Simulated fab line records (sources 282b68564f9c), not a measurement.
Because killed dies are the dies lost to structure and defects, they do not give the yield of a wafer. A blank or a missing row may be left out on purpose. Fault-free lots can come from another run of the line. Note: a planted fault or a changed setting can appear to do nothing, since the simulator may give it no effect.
fab line records    flow ritCmos
record: lots: 6  wafers: 18  lastDay: 7
route steps=202 shown GATE@89 REOX@98 NLDD@103 PLDD@114 SPACER@125 M1@202
lots that met no fault: from a run of the same line without faults
startH: the number of hours between the record's first day and the start of the first shown wafer of the lot    waitH: how many hours have passed since the lot's step before this one    " as in the row above    L1.1+2: a row that stands for several wafers    - no value, or no start was given    * or withheld: withheld    < > ~ a bound
route shown NAME@n: names a module that has steps shown in the file, with the first one's number in the route    usual: mean and standard deviation over wafers with no fault    same: alike in all rows    chamber/n: place in a boat    sites: per-site readings    _std_site: the values' standard deviation    _edge_site: the outer-site mean with the inner-site mean subtracted    radiusMm: how far each site lies from the wafer's centre    mask NAME#n: copy n    behind: the tool/chamber that last shaped the wafer    hold: reason for holding the lot/hours on hold/outcome of the hold    device: the transistor (n, p or np) that didn't switch    end of line: the same wafers' tests at the end of the route    a step with no rows: only its recipe    killed: not the wafer's yield, but the dies lost to structure and defects at the first sort    map: shows each die of a wafer: x if killed, . if not, _ if none is there
set.NAME: the setting that was run; set.NAME@STEP: the one run at that earlier step    model.NAME: the simulator's own value behind a step, which no gauge read
lots at selected steps of the route; one table per step, one row per wafer
services: a tool's chamber out of use, with start hour (startH, from the record's first day; less than 0 if before it), hours out, and reason
== steps ==
step: RIT_GATE_EXPOSE_13
recipe: maskId: M6  na: 0.6  sourceShape: conventional  sigmaOuter: 0.6  targetCdNm: 150  doseMj: 380
step: RIT_GATE_PEB_14
recipe: resist: NOVOLAK  tempC: withheld  timeS: withheld
step: RIT_GATE_DEVELOP_15
recipe: resist: NOVOLAK  developTimeS: 50  devTempC: 23
step: RIT_GATE_CD_MEAS_16
recipe: targetCdNm: 150
usual: cdNm: 150.3/2.6
lot.wafer  tool      chamber  startH  waitH  cdNm
L455.2     cdSem-01  -        62.89   -      149.6
L455.4     "         -        "       "      151.6
L455.5     "         -        "       "      150.7
L460.4     cdSem-02  -        86.65   -      156.2
L460.5     "         -        "       "      156.9
L460.6     "         -        "       "      157.3
L469.3     cdSem-02  -        136.51  -      151.4
L469.5     "         -        "       "      154.6
L469.6     "         -        "       "      152.1
L468.2     cdSem-01  -        136.73  -      151.0
L468.4     "         -        "       "      152.0
L468.6     "         -        "       "      150.1
L470.1     cdSem-02  -        139.89  -      146.5
L470.4     "         -        "       "      147.8
L470.6     "         -        "       "      148.7
L472.2     cdSem-01  -        154.16  -      146.8
L472.3     "         -        "       "      147.6
L472.5     "         -        "       "      147.1
step: RIT_GATE_OVL_MEAS_17
usual: GATE_OVL: -0.3/1.3
lot.wafer  tool        chamber  startH  waitH  GATE_OVL[nm]
L455.2     overlay-01  -        63.00   0.1    1.0
L455.4     "           -        "       "      -0.5
L455.5     "           -        "       "      0.3
L460.4     overlay-01  -        86.72   0.1    -1.5
L460.5     "           -        "       "      -1.2
L460.6     "           -        "       "      -1.3
L469.3     overlay-01  -        136.60  0.1    -0.9
L469.5     "           -        "       "      -0.6
L469.6     "           -        "       "      -1.5
L468.2     overlay-01  -        136.84  0.1    -1.5
L468.4     "           -        "       "      -1.9
L468.6     "           -        "       "      -1.4
L470.1     overlay-02  -        140.01  0.1    -0.8
L470.4     "           -        "       "      1.1
L470.6     "           -        "       "      2.4
L472.2     overlay-01  -        154.26  0.1    -0.3
L472.3     "           -        "       "      -0.9
L472.5     "           -        "       "      0.6
step: RIT_GATE_HARDBAKE_18
recipe: resist: NOVOLAK  tempC: 140  timeS: 60
step: RIT_GATE_ETCH_19
recipe: chemistry: SF6/CHF3/O2  timeS: 165  SF6_flow_sccm: 30  CHF3_flow_sccm: 30  O2_flow_sccm: 5  target: poly-Si  pressureMtorr: 40  rfW: 160  targetDepthA: 3125  overEtchFrac: 0.25  stopOn: SiO2
usual: SF6_flow_sccm: 30.00/0.089  drypumpMotorCurrentA: 5.6/0.32  heBacksideLeakSccm: 2.63/0.17  oesProductAu: 0.858/0.013  throttleValvePct: 10.21/0.15
same: overEtchFrac: 0.25
lot.wafer  tool      chamber  startH  waitH  SF6_flow_sccm  drypumpMotorCurrentA  heBacksideLeakSccm  oesProductAu  rfHoursCounterH  throttleValvePct
L455.2     rieSi-01  0        63.18   0.1    30.02          5.3                   2.52                0.851         2                10.37
L455.4     "         2        "       "      29.96          6.1                   2.60                0.854         -                10.26
L455.5     "         0        "       "      29.94          5.3                   2.50                0.859         -                10.35
L460.4     rieSi-02  1        86.89   0.1    30.07          6.1                   2.30                0.876         2                10.11
L460.5     "         3        "       "      30.05          5.3                   2.69                0.867         -                10.43
L460.6     "         0        "       "      30.09          5.7                   2.50                0.851         -                10.19
L469.3     rieSi-02  3        136.77  0.1    29.92          5.3                   2.42                0.861         2                10.43
L469.5     "         2        "       "      30.07          5.6                   2.71                0.861         -                10.25
L469.6     "         1        "       "      30.01          6.0                   2.38                0.870         -                10.14
L468.2     rieSi-01  3        137.02  0.1    29.90          5.5                   2.64                0.872         112              10.30
L468.4     "         1        "       "      29.98          5.3                   2.79                0.861         87               9.92
L468.6     "         1        "       "      29.98          5.3                   2.88                0.843         -                9.92
L470.1     rieSi-02  2        140.20  0.1    29.95          5.6                   2.55                0.859         116              10.26
L470.4     "         0        "       "      29.90          5.7                   2.46                0.843         57               10.19
L470.6     "         1        "       "      30.04          6.0                   2.55                0.887         -                10.11
L472.2     rieSi-02  2        154.60  0.1    30.00          5.6                   2.63                0.854         116              10.27
L472.3     "         1        "       "      29.99          6.1                   2.43                0.871         3                10.11
L472.5     "         0        "       "      29.89          5.7                   2.65                0.837         -                10.16
step: RIT_GATE_STRIP_20
recipe: chemistry: O2  timeS: 180  resist: NOVOLAK  platenTempC: withheld  powerW: 500  pressureMtorr: 4000  o2FlowSccm: 4000
usual: drypumpMotorCurrentA: 5.9/0.38
lot.wafer  tool            chamber  startH  waitH  drypumpMotorCurrentA  rfHoursCounterH
L455.2     plasmaAsher-04  1        63.29   0.1    5.8                   44
L455.4     "               0        "       "      5.9                   -
L455.5     "               0        "       "      5.9                   -
L460.4     plasmaAsher-04  1        87.06   0.1    5.7                   -
L460.5     "               0        "       "      5.9                   -
L460.6     "               1        "       "      5.7                   -
L469.3     plasmaAsher-03  0        136.94  0.1    5.4                   -
L469.5     "               1        "       "      6.4                   -
L469.6     "               0        "       "      5.4                   -
L468.2     plasmaAsher-04  0        137.12  0.1    5.9                   52
L468.4     "               1        "       "      5.7                   -
L468.6     "               1        "       "      5.8                   -
L470.1     plasmaAsher-03  1        140.30  0.1    6.4                   2
L470.4     "               1        "       "      6.4                   -
L470.6     "               0        "       "      5.4                   -
L472.2     plasmaAsher-02  1        154.71  0.1    5.5                   51
L472.3     "               0        "       "      6.2                   -
L472.5     "               1        "       "      5.5                   -
step: RIT_GATE_CD_MEAS_90
recipe: targetCdNm: 150
usual: cdNm: 150.3/2.6
lot.wafer  tool      chamber  startH  waitH  cdNm
L455.2     cdSem-02  -        63.48   0.1    150.0
L455.4     "         -        "       "      151.7
L455.5     "         -        "       "      150.7
L460.4     cdSem-01  -        87.23   0.1    156.4
L460.5     "         -        "       "      156.4
L460.6     "         -        "       "      157.4
L469.3     cdSem-01  -        137.10  0.1    151.1
L469.5     "         -        "       "      154.1
L469.6     "         -        "       "      151.7
L468.2     cdSem-02  -        137.32  0.1    151.0
L468.4     "         -        "       "      151.9
L468.6     "         -        "       "      150.1
L470.1     cdSem-01  -        140.48  0.1    147.1
L470.4     "         -        "       "      148.1
L470.6     "         -        "       "      148.8
L472.2     cdSem-02  -        154.91  0.1    146.7
L472.3     "         -        "       "      147.7
L472.5     "         -        "       "      146.6
step: RIT_REOX_CLEAN_00
recipe: chemistry: SC1  mix: 3:3:50  timeS: 600  tempC: 75
step: RIT_REOX_CLEAN_01
recipe: chemistry: dHF  dilution: 50:1  timeS: 30
step: RIT_REOX_CLEAN_02
recipe: chemistry: SC2  mix: 3:3:50  timeS: 600  tempC: 75  dry: n2Spin
step: RIT_REOX_OXIDATION_03
recipe: tempC: 900  ambient: O2  targetThkA: 252  oxTimeS: 5580
usual: spikeTcCentreC: 903.2/1.1  spikeTcLoadC: 922.9/1.4  spikeTcSourceC: 924.7/1.8  tubeCenterTempC: 900/0.084  tube_center_temp_C_max: 902.3/0.38
lot.wafer  tool        chamber  startH  waitH  spikeTcCentreC  spikeTcLoadC  spikeTcSourceC  tubeCenterTempC  tube_center_temp_C_max  model.SiO2_of_REOX_OXIDATION_03.thkNm
L455.2     furnace-04  0        63.95   0.0    904.2           922.6         926.6           900.04           902.2                   25.01
L455.4     "           0        "       "      904.0           922.7         927.0           899.92           901.9                   24.67
L455.5     "           0        "       "      903.9           922.8         926.0           899.92           903.8                   24.66
L460.4     furnace-03  0        88.64   1.0    903.2           921.9         923.4           900.06           902.5                   25.32
L460.5     "           0        "       "      902.0           922.1         923.5           900.13           902.1                   24.92
L460.6     "           0        "       "      903.2           922.7         924.6           900.06           902.0                   24.75
L468.2     furnace-03  0        138.62  0.8    922.9           944.4         946.3           919.91           922.1                   31.14
L468.4     "           0        "       "      922.5           944.2         944.4           920.17           922.3                   30.85
L468.6     "           0        "       "      924.5           944.2         943.6           919.99           922.4                   31.22
L469.3     furnace-03  0        138.62  1.1    922.5           942.5         942.8           920.09           922.1                   30.08
L469.5     "           0        "       "      922.7           942.6         944.2           920.11           922.6                   30.53
L469.6     "           0        "       "      922.5           942.9         944.9           919.96           922.9                   30.12
L470.1     furnace-04  0        144.03  3.0    902.8           925.5         927.3           899.89           901.8                   25.63
L470.4     "           0        "       "      904.2           924.0         925.7           899.82           902.3                   25.75
L470.6     "           0        "       "      902.7           924.0         926.3           899.9            901.9                   25.63
L472.2     furnace-04  0        155.79  0.4    906.0           920.6         923.7           900.07           902.3                   24.67
L472.3     "           0        "       "      905.0           924.6         925.6           899.87           901.8                   25.2
L472.5     "           0        "       "      902.7           923.9         926.6           900.03           901.8                   25.03
step: RIT_REOX_THK_MEAS_04
recipe: reads: SiO2_of_REOX_OXIDATION_03
usual: REOX_OXIDE_THK: 24.9/0.51
lot.wafer  tool          chamber  startH  waitH  REOX_OXIDE_THK[nm]
L455.2     filmMetro-04  -        66.51   0.0    25.0
L455.4     "             -        "       "      24.7
L455.5     "             -        "       "      24.7
L460.4     filmMetro-03  -        91.22   0.0    25.4
L460.5     "             -        "       "      24.9
L460.6     "             -        "       "      24.8
L468.2     filmMetro-04  -        141.18  0.0    31.1
L468.4     "             -        "       "      30.8
L468.6     "             -        "       "      31.2
L469.3     filmMetro-01  -        141.19  0.0    30.0
L469.5     "             -        "       "      30.5
L469.6     "             -        "       "      30.1
L470.1     filmMetro-04  -        146.58  0.0    25.6
L470.4     "             -        "       "      25.8
L470.6     "             -        "       "      25.6
L472.2     filmMetro-03  -        158.35  0.0    24.7
L472.3     "             -        "       "      25.2
L472.5     "             -        "       "      25.0
step: RIT_NLDD_HMDS_00
recipe: primeTimeS: 60  primeTempC: 140
step: RIT_NLDD_COAT_01
recipe: resist: NOVOLAK  spinRpm: 3250  resistThkNm: 1000
step: RIT_NLDD_SOFTBAKE_02
recipe: resist: NOVOLAK  tempC: 90  timeS: 60
step: RIT_NLDD_EXPOSE_03
recipe: maskId: M7  na: 0.57  targetCdNm: 40700  doseMj: 250
step: RIT_NLDD_PEB_04
recipe: resist: NOVOLAK  tempC: withheld  timeS: withheld
step: RIT_NLDD_DEVELOP_05
recipe: resist: NOVOLAK  developTimeS: 50  devTempC: 23
step: RIT_NLDD_OVL_MEAS_06
usual: NLDD_OVL: -1.1/1.6
lot.wafer  tool        chamber  startH  waitH  NLDD_OVL[nm]
L455.2     overlay-02  -        67.54   -      -1.1
L455.4     "           -        "       "      -0.5
L455.5     "           -        "       "      -1.6
L460.4     overlay-01  -        92.12   -      0.6
L460.5     "           -        "       "      -0.9
L460.6     "           -        "       "      0.8
L469.3     overlay-01  -        142.09  -      -0.1
L469.5     "           -        "       "      -0.8
L469.6     "           -        "       "      0.0
L468.2     overlay-02  -        142.32  -      -0.4
L468.4     "           -        "       "      -2.5
L468.6     "           -        "       "      -2.5
L470.1     overlay-02  -        147.49  -      -2.6
L470.4     "           -        "       "      0.7
L470.6     "           -        "       "      -1.7
L472.2     overlay-02  -        159.53  -      -2.0
L472.3     "           -        "       "      -1.1
L472.5     "           -        "       "      0.5
step: RIT_NLDD_HARDBAKE_07
recipe: resist: NOVOLAK  tempC: 140  timeS: 60
step: RIT_NLDD_IMPLANT_08
recipe: species: P  energyKev: 20  doseCm2: 5e+14  tiltDeg: 7
step: RIT_NLDD_STRIP_09
recipe: chemistry: O2  timeS: 180  resist: NOVOLAK  platenTempC: withheld  powerW: 500  pressureMtorr: 4000  o2FlowSccm: 4000
usual: drypumpMotorCurrentA: 6.0/0.32
lot.wafer  tool            chamber  startH  waitH  drypumpMotorCurrentA  rfHoursCounterH
L455.2     plasmaAsher-01  1        67.87   0.1    6.0                   26
L455.4     "               0        "       "      6.5                   -
L455.5     "               0        "       "      6.5                   -
L460.4     plasmaAsher-04  1        92.49   0.1    5.7                   -
L460.5     "               1        "       "      5.7                   -
L460.6     "               0        "       "      5.9                   -
L469.3     plasmaAsher-02  0        142.47  0.1    6.2                   -
L469.5     "               0        "       "      6.2                   -
L469.6     "               1        "       "      5.5                   -
L468.2     plasmaAsher-01  1        142.65  0.1    6.0                   34
L468.4     "               1        "       "      6.0                   -
L468.6     "               0        "       "      6.5                   -
L470.1     plasmaAsher-02  0        147.83  0.1    6.2                   50
L470.4     "               0        "       "      6.2                   -
L470.6     "               0        "       "      6.2                   -
L472.2     plasmaAsher-04  1        159.86  0.1    5.7                   54
L472.3     "               1        "       "      5.7                   -
L472.5     "               1        "       "      5.7                   -
step: RIT_NLDD_TW_MEAS_10
usual: NLDD_TW: 2489/11
lot.wafer  tool          chamber  startH  waitH  NLDD_TW
L455.2     filmMetro-01  -        68.05   0.1    2477
L455.4     "             -        "       "      2496
L455.5     "             -        "       "      2488
L460.4     filmMetro-01  -        92.64   0.1    2492
L460.5     "             -        "       "      2487
L460.6     "             -        "       "      2475
L469.3     filmMetro-04  -        142.61  0.1    2502
L469.5     "             -        "       "      2507
L469.6     "             -        "       "      2503
L468.2     filmMetro-01  -        142.84  0.1    2494
L468.4     "             -        "       "      2486
L468.6     "             -        "       "      2491
L470.1     filmMetro-02  -        148.00  0.1    2481
L470.4     "             -        "       "      2477
L470.6     "             -        "       "      2497
L472.2     filmMetro-04  -        160.13  0.2    2493
L472.3     "             -        "       "      2498
L472.5     "             -        "       "      2498
step: RIT_PLDD_HMDS_00
recipe: primeTimeS: 60  primeTempC: 140
step: RIT_PLDD_COAT_01
recipe: resist: NOVOLAK  spinRpm: 3250  resistThkNm: 1000
step: RIT_PLDD_SOFTBAKE_02
recipe: resist: NOVOLAK  tempC: 90  timeS: 60
step: RIT_PLDD_EXPOSE_03
recipe: maskId: M8  na: 0.57  targetCdNm: 40900  doseMj: 250
step: RIT_PLDD_PEB_04
recipe: resist: NOVOLAK  tempC: withheld  timeS: withheld
step: RIT_PLDD_DEVELOP_05
recipe: resist: NOVOLAK  developTimeS: 50  devTempC: 23
step: RIT_PLDD_OVL_MEAS_06
usual: PLDD_OVL: -0.5/1.5
lot.wafer  tool        chamber  startH  waitH  PLDD_OVL[nm]
L455.2     overlay-01  -        68.96   -      5.1
L455.4     "           -        "       "      1.1
L455.5     "           -        "       "      3.2
L460.4     overlay-02  -        93.66   -      0.1
L460.5     "           -        "       "      -0.8
L460.6     "           -        "       "      -1.4
L469.3     overlay-01  -        143.64  -      1.6
L469.5     "           -        "       "      -0.2
L469.6     "           -        "       "      0.7
L468.2     overlay-02  -        143.91  -      1.0
L468.4     "           -        "       "      -0.1
L468.6     "           -        "       "      -0.4
L470.1     overlay-01  -        149.04  -      -0.3
L470.4     "           -        "       "      -0.5
L470.6     "           -        "       "      1.1
L472.2     overlay-02  -        161.04  -      1.2
L472.3     "           -        "       "      -0.3
L472.5     "           -        "       "      -1.4
step: RIT_PLDD_HARDBAKE_07
recipe: resist: NOVOLAK  tempC: 140  timeS: 60
step: RIT_PLDD_IMPLANT_08
recipe: species: BF2  energyKev: 20  doseCm2: 9e+14  tiltDeg: 7
step: RIT_PLDD_STRIP_09
recipe: chemistry: O2  timeS: 180  resist: NOVOLAK  platenTempC: withheld  powerW: 500  pressureMtorr: 4000  o2FlowSccm: 4000
usual: drypumpMotorCurrentA: 6.0/0.32
lot.wafer  tool            chamber  startH  waitH  drypumpMotorCurrentA  rfHoursCounterH
L455.2     plasmaAsher-01  0        69.35   0.1    6.5                   26
L455.4     "               1        "       "      6.0                   -
L455.5     "               0        "       "      6.5                   -
L460.4     plasmaAsher-04  1        94.04   0.1    5.7                   -
L460.5     "               0        "       "      5.9                   -
L460.6     "               1        "       "      5.7                   -
L469.3     plasmaAsher-04  1        144.08  0.1    5.8                   -
L469.5     "               1        "       "      5.8                   -
L469.6     "               0        "       "      5.9                   -
L468.2     plasmaAsher-01  0        144.24  0.1    6.5                   34
L468.4     "               0        "       "      6.5                   -
L468.6     "               1        "       "      6.0                   -
L470.1     plasmaAsher-04  1        149.37  0.1    5.8                   53
L470.4     "               1        "       "      5.8                   -
L470.6     "               0        "       "      5.9                   -
L472.2     plasmaAsher-04  0        161.37  0.1    5.9                   54
L472.3     "               0        "       "      5.9                   -
L472.5     "               0        "       "      5.9                   -
step: RIT_PLDD_TW_MEAS_10
usual: PLDD_TW: 2345/11
lot.wafer  tool          chamber  startH  waitH  PLDD_TW
L455.2     filmMetro-04  -        69.54   0.1    2335
L455.4     "             -        "       "      2334
L455.5     "             -        "       "      2334
L460.4     filmMetro-02  -        94.19   0.1    2353
L460.5     "             -        "       "      2341
L460.6     "             -        "       "      2341
L469.3     filmMetro-02  -        144.22  0.1    2348
L469.5     "             -        "       "      2353
L469.6     "             -        "       "      2343
L468.2     filmMetro-04  -        144.43  0.1    2352
L468.4     "             -        "       "      2340
L468.6     "             -        "       "      2350
L470.1     filmMetro-01  -        149.55  0.1    2345
L470.4     "             -        "       "      2356
L470.6     "             -        "       "      2339
L472.2     filmMetro-04  -        161.55  0.1    2360
L472.3     "             -        "       "      2359
L472.5     "             -        "       "      2353
step: RIT_SPACER_CLEAN_00
recipe: chemistry: SC1  mix: 3:3:50  timeS: 600  tempC: 75
lot.wafer  tool         chamber  startH  waitH  model.SiO2_of_REOX_OXIDATION_03.thkNm
L455.2     wetBench-04  1        69.59   0.0    23.07
L455.4     "            1        "       "      22.75
L455.5     "            1        "       "      22.74
L460.4     wetBench-04  3        94.22   0.0    23.36
L460.5     "            3        "       "      22.98
L460.6     "            3        "       "      22.84
L469.3     wetBench-02  1        144.26  0.0    27.77
L469.5     "            1        "       "      28.2
L469.6     "            1        "       "      27.81
L468.2     wetBench-04  2        144.48  0.0    28.74
L468.4     "            2        "       "      28.47
L468.6     "            2        "       "      28.83
L470.1     wetBench-02  3        149.61  0.1    23.67
L470.4     "            3        "       "      23.76
L470.6     "            3        "       "      23.65
L472.2     wetBench-02  0        161.60  0.0    22.79
L472.3     "            0        "       "      23.26
L472.5     "            0        "       "      23.12
step: RIT_SPACER_CLEAN_01
recipe: chemistry: dHF  dilution: 50:1  timeS: 30
step: RIT_M1_PROBE_99
usual: killedAtFrontEnd: 6.6/2.7  killedDies: 6.7/2.7  killedOpen: 3.3/1.9  killedShort: 3.4/1.9
same: grossDies: 264  killed_at_M0_to_M3: 0  killed_at_M4_up: 0  killedAtBackSide: 0  killedAtContacts: 0  killedAtOther: 0
lot.wafer  tool       chamber  startH  waitH  killedAtFrontEnd  killedDies  killedOpen  killedShort  model.etest.pmosTurned.rOnOhmUm  model.etest.pmos_0p3.rOnOhmUm  model.etest.pmos_0p15.rOnOhmUm  model.etest.pldd.rsOhmSq  model.etest.nmos_0p15.rOnOhmUm  model.etest.nmos_0p3.rOnOhmUm  model.etest.pldd.lineOhmUm  model.etest.nldd.rsOhmSq
L455.2     prober-02  -        83.27   0.1    8                 8           4           4            3443                             6304                           2771                            513.3                     1100                            2108                           162.3                       362.2
L455.4     prober-02  -        83.37   0.2    8                 8           6           2            3481                             6294                           2805                            496.7                     1118                            2129                           156.4                       356.8
L455.5     prober-02  -        83.42   0.2    9                 9           5           4            3407                             6260                           2764                            496.9                     1103                            2121                           154.7                       357.7
L460.4     prober-01  -        110.99  0.2    7                 7           3           4            3839                             6405                           3048                            593.7                     1189                            2198                           186.4                       384.2
L460.5     prober-01  -        111.04  0.2    11                11          6           5            3773                             6370                           3042                            565.6                     1205                            2188                           179.6                       374.1
L460.6     prober-01  -        111.09  0.2    8                 8           3           5            3764                             6348                           3030                            559.8                     1199                            2191                           175.1                       378.4
L469.3     prober-02  -        159.15  0.2    3                 3           0           3            4768                             6986                           3360                            828.6                     1329                            2358                           257.4                       519.9
L469.5     prober-02  -        159.25  0.2    4                 4           3           1            5107                             7091                           3524                            869.4                     1383                            2384                           274.4                       529.1
L469.6     prober-02  -        159.30  0.2    3                 3           3           0            4778                             6950                           3348                            825.9                     1319                            2313                           258.4                       511.8
L468.2     prober-01  -        161.67  0.1    8                 8           3           5            6825                             7496                           3966                            1228                      1397                            2407                           378.5                       538.8
L468.4     prober-01  -        161.77  0.2    7                 7           1           6            6616                             7454                           3904                            1180                      1373                            2370                           369                         531.8
L468.6     prober-01  -        161.87  0.2    8                 8           5           3            6893                             7488                           3936                            1247                      1375                            2375                           392.3                       543.9
L470.1     prober-02  -        165.60  0.1    5                 5           1           4            3365                             6130                           2662                            504.7                     1105                            2140                           159.6                       386
L470.4     prober-02  -        165.75  0.2    5                 5           1           4            3476                             6316                           2726                            510.9                     1135                            2172                           162.7                       390.4
L470.6     prober-02  -        165.85  0.2    7                 7           1           6            3423                             6201                           2706                            506.8                     1129                            2148                           159                         388.1
L472.2     prober-02  -        175.34  0.1    6                 6           4           2            3249                             6071                           2624                            485.1                     1097                            2106                           154.1                       384.1
L472.3     prober-02  -        175.39  0.2    7                 7           4           3            3375                             6206                           2718                            509.4                     1144                            2164                           159.1                       394.2
L472.5     prober-02  -        175.49  0.2    5                 5           1           4            3311                             6075                           2652                            499.7                     1104                            2123                           155.9                       388.5
killed by level:class
L455.2 GATE:geometricParticle:open=3 FOX1:geometricParticle:short=2 REOX:geometricParticle:short=2 FOX1:geometricParticle:open=1
L455.4 GATE:geometricParticle:short=2 SPACER:geometricParticle:open=2 FOX1:geometricParticle:open=1 GATE:geometricParticle:open=1 REOX:geometricParticle:open=1 SILICIDE:geometricParticle:open=1
L455.5 FOX1:geometricParticle:short=2 FOX1:geometricParticle:open=2 GATE:geometricParticle:short=2 REOX:geometricParticle:open=2 SPACER:geometricParticle:open=1
L460.4 GATE:geometricParticle:open=2 GATE:geometricParticle:short=2 FOX1:geometricParticle:short=1 FOX2:geometricParticle:short=1 SILICIDE:geometricParticle:open=1
L460.5 GATE:geometricParticle:short=4 GATE:geometricParticle:open=2 FOX2:geometricParticle:open=1 REOX:geometricParticle:open=1 SPACER:geometricParticle:open=1 SILICIDE:geometricParticle:open=1 SILICIDE:geometricParticle:short=1
L460.6 GATE:geometricParticle:short=2 SPACER:geometricParticle:open=2 FOX1:geometricParticle:short=1 FOX2:geometricParticle:short=1 REOX:geometricParticle:open=1 SPACER:geometricParticle:short=1
L469.3 ACTIVE:geometricParticle:short=1 FOX1:geometricParticle:short=1 GATE:geometricParticle:short=1
L469.5 REOX:geometricParticle:open=2 FOX1:geometricParticle:open=1 SILICIDE:geometricParticle:short=1
L469.6 FOX1:geometricParticle:open=1 GATE:geometricParticle:open=1 REOX:geometricParticle:open=1
L468.2 GATE:geometricParticle:open=2 SILICIDE:geometricParticle:short=2 FOX1:geometricParticle:short=1 GATE:geometricParticle:short=1 SPACER:geometricParticle:short=1 SILICIDE:geometricParticle:open=1
L468.4 SILICIDE:geometricParticle:short=3 FOX1:geometricParticle:short=1 GATE:geometricParticle:short=1 REOX:geometricParticle:open=1 SPACER:geometricParticle:short=1
L468.6 FOX1:geometricParticle:open=2 REOX:geometricParticle:open=2 GATE:geometricParticle:open=1 GATE:geometricParticle:short=1 SPACER:geometricParticle:short=1 SILICIDE:geometricParticle:short=1
L470.1 SILICIDE:geometricParticle:short=2 FOX2:geometricParticle:short=1 GATE:geometricParticle:short=1 GATE:geometricParticle:open=1
L470.4 GATE:geometricParticle:short=2 FOX2:geometricParticle:short=1 REOX:geometricParticle:short=1 SILICIDE:geometricParticle:open=1
L470.6 GATE:geometricParticle:short=2 FOX2:geometricParticle:short=1 GATE:geometricParticle:open=1 REOX:geometricParticle:short=1 SILICIDE:geometricParticle:short=1 SPACER:geometricParticle:short=1
L472.2 FOX1:geometricParticle:open=2 FOX1:geometricParticle:short=1 GATE:geometricParticle:open=1 GATE:geometricParticle:short=1 SPACER:geometricParticle:open=1
L472.3 FOX2:geometricParticle:open=2 SPACER:geometricParticle:open=2 ACTIVE:geometricParticle:short=1 GATE:geometricParticle:short=1 SILICIDE:geometricParticle:short=1
L472.5 FOX1:geometricParticle:short=1 GATE:geometricParticle:short=1 SILICIDE:geometricParticle:short=1 SPACER:geometricParticle:short=1 SILICIDE:geometricParticle:open=1
== services ==
tool            chamber  startH  hours  kind
plasmaAsher-02  -        43.78   0.9    repair
rieSi-02        -        49.03   0.3    repair
furnace-03      -        51.46   3.2    pm
plasmaAsher-03  -        56.69   2.8    pm
rieSi-01        0        78.93   11.9   repair
plasmaAsher-03  -        108.75  9.0    pm
plasmaAsher-03  0        108.75  9.0    ventCycle
plasmaAsher-03  1        108.75  9.0    ventCycle
plasmaAsher-03  0        117.75  -      clean
plasmaAsher-03  1        117.75  -      clean
furnace-04      -        130.90  11.8   repair
plasmaAsher-03  -        142.18  0.6    repair
furnace-03      -        143.98  3.0    pm
== key ==
firstSign: step: RIT_REOX_OXIDATION_03  reading: tubeCenterTempC  direction: up  sigmas: 99+  usual: *  struck: *
effect: step: RIT_REOX_OXIDATION_03  reading: tube_center_temp_C_max  direction: up  sigmas: 53  usual: *  struck: *
effect: step: RIT_REOX_THK_MEAS_04  reading: REOX_OXIDE_THK  direction: up  sigmas: 11  usual: 24.9  struck: 30.6
modelEffect: step: RIT_REOX_OXIDATION_03  value: SiO2_of_REOX_OXIDATION_03.thkNm  without: 25.02  struck: 30.66
modelEffect: step: RIT_SPACER_CLEAN_00  value: SiO2_of_REOX_OXIDATION_03.thkNm  without: 23.1  struck: 28.3
modelEffect: step: RIT_M1_PROBE_99  value: etest.pmosTurned.rOnOhmUm  without: 3508  struck: 5831
metAt RIT_REOX_OXIDATION_03
struckWafers L468.2,L468.4,L468.6,L469.3,L469.5,L469.6
testerLeftOut L468,L469
onsetBetween 88.64 138.62
fault: kind: processParameterDrift  tool: furnace-03  chamber: -  onsetH: 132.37  steps: RIT_REOX_OXIDATION_03  channel: tempC  offset: *  shape: step  endH: 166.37  actsIn: *  stated: *
testerLeftOut: of these lots the tester's yield and bins aren't shown, on N5 and GAA mostly nor the transistor test; their killed dies are dies lost to structure and defects alone, not to doping, threshold or leakage, so they don't give the yield
